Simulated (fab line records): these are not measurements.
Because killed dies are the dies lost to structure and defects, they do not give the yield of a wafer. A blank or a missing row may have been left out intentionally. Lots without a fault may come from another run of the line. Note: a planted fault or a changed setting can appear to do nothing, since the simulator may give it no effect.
Commonality check across tools || flow rit_cmos || 42 wafers sampled across 14 lots

## THE REASON FOR OPENING IT
RIT_GATE_THK_MEAS_07, reading GATE_OXIDE_THK: flagged on 2 of 14 lots. Fault-free wafers read 3.00 nm, with a standard deviation of 0.062.
Rule: a lot is flagged in two cases, either no wafer of it has a number, or all its wafers with numbers fall more than 4 standard deviations from that mean. The rest of the lots are taken to be sound.

{"lot": "L922", "measured": "day 2 14:43", "on": "film_metro-01", "GATE_OXIDE_THK (nm), wafer by wafer": "2.95 2.91 2.92", "flag": ""}
{"lot": "L923", "measured": "day 2 18:18", "on": "film_metro-03", "GATE_OXIDE_THK (nm), wafer by wafer": "3.02 2.96 3.00", "flag": ""}
{"lot": "L925", "measured": "day 3 03:43", "on": "film_metro-04", "GATE_OXIDE_THK (nm), wafer by wafer": "3.06 3.01 3.08", "flag": ""}
{"lot": "L926", "measured": "day 3 09:18", "on": "film_metro-04", "GATE_OXIDE_THK (nm), wafer by wafer": "3.14 3.00 3.09", "flag": ""}
{"lot": "L928", "measured": "day 3 20:12", "on": "film_metro-04", "GATE_OXIDE_THK (nm), wafer by wafer": "2.94 2.99 2.98", "flag": ""}
{"lot": "L930", "measured": "day 4 07:41", "on": "film_metro-04", "GATE_OXIDE_THK (nm), wafer by wafer": "3.06 3.01 3.03", "flag": ""}
{"lot": "L932", "measured": "day 4 15:05", "on": "film_metro-04", "GATE_OXIDE_THK (nm), wafer by wafer": "3.00 2.97 3.03", "flag": ""}
{"lot": "L933", "measured": "day 4 21:08", "on": "film_metro-01", "GATE_OXIDE_THK (nm), wafer by wafer": "3.14 3.10 3.09", "flag": ""}
{"lot": "L935", "measured": "day 5 03:46", "on": "film_metro-01", "GATE_OXIDE_THK (nm), wafer by wafer": "3.04 3.04 3.03", "flag": ""}
{"lot": "L940", "measured": "day 6 07:58", "on": "film_metro-03", "GATE_OXIDE_THK (nm), wafer by wafer": "2.50 2.61 2.52", "flag": "FLAGGED"}
{"lot": "L941", "measured": "day 6 09:55", "on": "film_metro-01", "GATE_OXIDE_THK (nm), wafer by wafer": "2.48 2.52 2.49", "flag": "FLAGGED"}
{"lot": "L942", "measured": "day 6 14:51", "on": "film_metro-03", "GATE_OXIDE_THK (nm), wafer by wafer": "2.99 2.95 2.96", "flag": ""}
{"lot": "L944", "measured": "day 7 03:50", "on": "film_metro-03", "GATE_OXIDE_THK (nm), wafer by wafer": "2.96 2.95 2.96", "flag": ""}
{"lot": "L945", "measured": "day 7 06:35", "on": "film_metro-04", "GATE_OXIDE_THK (nm), wafer by wafer": "3.06 2.99 2.97", "flag": ""}
The mean of the flagged lots' numbers is 2.52 nm, -0.48 nm from the usual (-8 standard deviations).

## EACH LOT AND THE TOOL IT RAN ON
2 process steps preceding the reading are held in the record, out of 202 steps in the route. In each cell: the tool, then ch and the chambers that the sampled wafers went through, then the start.
{"lot": "L922", "flag": "", "RIT_ACTIVE_STRIP_14": "plasma_asher-03 ch 0,1, day 1 14:50", "RIT_GATE_OXIDATION_05": "furnace-03 ch 0, day 2 12:52"}
{"lot": "L923", "flag": "", "RIT_ACTIVE_STRIP_14": "plasma_asher-02 ch 0,1, day 1 20:12", "RIT_GATE_OXIDATION_05": "furnace-01 ch 0, day 2 16:57"}
{"lot": "L925", "flag": "", "RIT_ACTIVE_STRIP_14": "plasma_asher-03 ch 0,1, day 2 06:41", "RIT_GATE_OXIDATION_05": "furnace-04 ch 0, day 3 02:23"}
{"lot": "L926", "flag": "", "RIT_ACTIVE_STRIP_14": "plasma_asher-03 ch 1, day 2 11:34", "RIT_GATE_OXIDATION_05": "furnace-04 ch 0, day 3 07:34"}
{"lot": "L928", "flag": "", "RIT_ACTIVE_STRIP_14": "plasma_asher-04 ch 0,1, day 2 21:07", "RIT_GATE_OXIDATION_05": "furnace-01 ch 0, day 3 17:12"}
{"lot": "L930", "flag": "", "RIT_ACTIVE_STRIP_14": "plasma_asher-03 ch 0,1, day 3 08:02", "RIT_GATE_OXIDATION_05": "furnace-04 ch 0, day 4 05:03"}
{"lot": "L932", "flag": "", "RIT_ACTIVE_STRIP_14": "plasma_asher-02 ch 0,1, day 3 18:40", "RIT_GATE_OXIDATION_05": "furnace-01 ch 0, day 4 12:39"}
{"lot": "L933", "flag": "", "RIT_ACTIVE_STRIP_14": "plasma_asher-02 ch 0, day 3 23:50", "RIT_GATE_OXIDATION_05": "furnace-03 ch 0, day 4 17:52"}
{"lot": "L935", "flag": "", "RIT_ACTIVE_STRIP_14": "plasma_asher-03 ch 0,1, day 4 08:11", "RIT_GATE_OXIDATION_05": "furnace-04 ch 0, day 5 02:26"}
{"lot": "L940", "flag": "FLAGGED", "RIT_ACTIVE_STRIP_14": "plasma_asher-04 ch 0, day 5 09:15", "RIT_GATE_OXIDATION_05": "furnace-01 ch 0, day 6 04:52"}
{"lot": "L941", "flag": "FLAGGED", "RIT_ACTIVE_STRIP_14": "plasma_asher-04 ch 0,1, day 5 14:11", "RIT_GATE_OXIDATION_05": "furnace-01 ch 0, day 6 08:35"}
{"lot": "L942", "flag": "", "RIT_ACTIVE_STRIP_14": "plasma_asher-02 ch 0,1, day 5 19:06", "RIT_GATE_OXIDATION_05": "furnace-03 ch 0, day 6 12:50"}
{"lot": "L944", "flag": "", "RIT_ACTIVE_STRIP_14": "plasma_asher-04 ch 0,1, day 6 04:50", "RIT_GATE_OXIDATION_05": "furnace-04 ch 0, day 7 00:58"}
{"lot": "L945", "flag": "", "RIT_ACTIVE_STRIP_14": "plasma_asher-03 ch 0,1, day 6 10:50", "RIT_GATE_OXIDATION_05": "furnace-03 ch 0, day 7 05:15"}
What the steps here do:
- RIT_ACTIVE_STRIP_14: strips in O2, time 180 s.
- RIT_GATE_OXIDATION_05: target thk 3 nm, ox time 270 s.
- RIT_GATE_THK_MEAS_07

## FLAGGED AGAINST TOTAL, ONE TOOL AT A TIME (gauges that did the reading follow at the end)
{"step": "RIT_ACTIVE_STRIP_14", "tool": "plasma_asher-02", "lots run": 4, "flagged": 0, "share of the flagged lots": "none", "sound lots run after its first flagged lot": "-"}
{"step": "RIT_ACTIVE_STRIP_14", "tool": "plasma_asher-03", "lots run": 6, "flagged": 0, "share of the flagged lots": "none", "sound lots run after its first flagged lot": "-"}
{"step": "RIT_ACTIVE_STRIP_14", "tool": "plasma_asher-04", "lots run": 4, "flagged": 2, "share of the flagged lots": "all", "sound lots run after its first flagged lot": "1 (L944)"}
{"step": "RIT_GATE_OXIDATION_05", "tool": "furnace-01", "lots run": 5, "flagged": 2, "share of the flagged lots": "all", "sound lots run after its first flagged lot": 0}
{"step": "RIT_GATE_OXIDATION_05", "tool": "furnace-03", "lots run": 4, "flagged": 0, "share of the flagged lots": "none", "sound lots run after its first flagged lot": "-"}
{"step": "RIT_GATE_OXIDATION_05", "tool": "furnace-04", "lots run": 5, "flagged": 0, "share of the flagged lots": "none", "sound lots run after its first flagged lot": "-"}
{"step": "RIT_GATE_THK_MEAS_07", "tool": "film_metro-01", "lots run": 4, "flagged": 1, "share of the flagged lots": "some", "sound lots run after its first flagged lot": 0}
{"step": "RIT_GATE_THK_MEAS_07", "tool": "film_metro-03", "lots run": 4, "flagged": 1, "share of the flagged lots": "some", "sound lots run after its first flagged lot": "2 (L942,L944)"}
{"step": "RIT_GATE_THK_MEAS_07", "tool": "film_metro-04", "lots run": 6, "flagged": 0, "share of the flagged lots": "none", "sound lots run after its first flagged lot": "-"}

## WHAT THE TABLE PERMITS
Rows of the table that ran all the flagged lots, 2 in number: plasma_asher-04 at RIT_ACTIVE_STRIP_14; furnace-01 at RIT_GATE_OXIDATION_05.
- plasma_asher-04 at RIT_ACTIVE_STRIP_14 ran 4 lots, 2 of them flagged. Sound lots ran on it after the first flagged one (L944), which a lasting fault on the whole tool wouldn't allow.
- furnace-01 at RIT_GATE_OXIDATION_05 ran 5 lots, 2 of them flagged. It ran its last sound lot, L932, at day 4 12:39 and its first flagged lot, L940, at day 6 04:52: a fault with its onset between the two fits. Its own readings lie more than 4 standard deviations out on every wafer of the flagged lots: spike_tc_centre_C, spike_tc_load_C, spike_tc_source_C, tube_center_temp_C, tube_center_temp_C_max.
What remains is a single tool, furnace-01 at RIT_GATE_OXIDATION_05.

## WHAT THE SIMULATOR HAD PUT IN
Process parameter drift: furnace-01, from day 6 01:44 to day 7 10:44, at RIT_GATE_OXIDATION_05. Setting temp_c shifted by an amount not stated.
Lots struck among those shown: L940, L941. Same finding as the rule above.
